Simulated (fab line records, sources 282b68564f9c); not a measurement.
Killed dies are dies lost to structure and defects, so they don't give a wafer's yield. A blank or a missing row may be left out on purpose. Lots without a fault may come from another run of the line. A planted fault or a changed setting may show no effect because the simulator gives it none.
Which tool did it? | flow rit_cmos | 7 lots, 21 wafers sampled, at 2 steps of a route of 202

WHAT THE GAUGES READ, wafer by wafer
RIT_ACTIVE_THK_MEAS_04.
lot  | measured    | on            | ACTIVE_NITRIDE_THK (nm)
L143 | day 1 23:32 | film_metro-02 | 149.1 149.9 148.5
L145 | day 2 09:32 | film_metro-01 | 148.0 149.4 149.3
L148 | day 3 00:32 | film_metro-04 | 147.7 147.4 146.8
L150 | day 3 11:00 | film_metro-04 | 151.5 150.3 152.2
L154 | day 4 06:32 | film_metro-04 | 148.8 147.9 148.2
L157 | day 4 21:32 | film_metro-01 | 180.5 172.5 160.6
L164 | day 6 09:19 | film_metro-04 | 149.0 150.2 149.6

WHICH TOOL RAN EACH LOT (tool, then ch and the chambers of the sampled wafers, then the start)
lot  | RIT_ACTIVE_CVD_03
L143 | lpcvd-01 ch 1, day 1 22:07
L145 | lpcvd-01 ch 0, day 2 08:07
L148 | lpcvd-02 ch 0, day 2 23:07
L150 | lpcvd-01 ch 1, day 3 09:35
L154 | lpcvd-02 ch 1, day 4 05:07
L157 | lpcvd-01 ch 0, day 4 20:07
L164 | lpcvd-02 ch 0, day 6 07:12
- RIT_ACTIVE_CVD_03: deposits Si3N4 from SiH2Cl2/NH3, target thk 150 nm, time 1500 s.

THE ANSWER, worked out from the rows above alone
Rule: what is usual is taken from the lots themselves. Put in order of their means at a reading, lots are off if they are a third of the lots or fewer, leave a main group of 4 or more, and stand apart from it by a gap of 3 or more times the standard deviation of the main group's means; of several such gaps the widest counts. A main group whose means are all the same, to the digits that the tables above print for the reading, isn't used. A lot without any number at a reading at which 4 lots or more have one is off too. The other lots that the step has rows for count as sound.
Off: L157, at RIT_ACTIVE_THK_MEAS_04 (ACTIVE_NITRIDE_THK). The main group: mean 149.1 nm, standard deviation 1.2.
A tool fits if, at a process step before that reading, it ran every lot that is off, and no sound lot after the first of them. The gauges at RIT_ACTIVE_THK_MEAS_04 are tried like those tools. Can't be told from this: 2 tools fit, lpcvd-01 at RIT_ACTIVE_CVD_03, film_metro-01 at RIT_ACTIVE_THK_MEAS_04.

WHAT THE SIMULATOR HAD PUT IN
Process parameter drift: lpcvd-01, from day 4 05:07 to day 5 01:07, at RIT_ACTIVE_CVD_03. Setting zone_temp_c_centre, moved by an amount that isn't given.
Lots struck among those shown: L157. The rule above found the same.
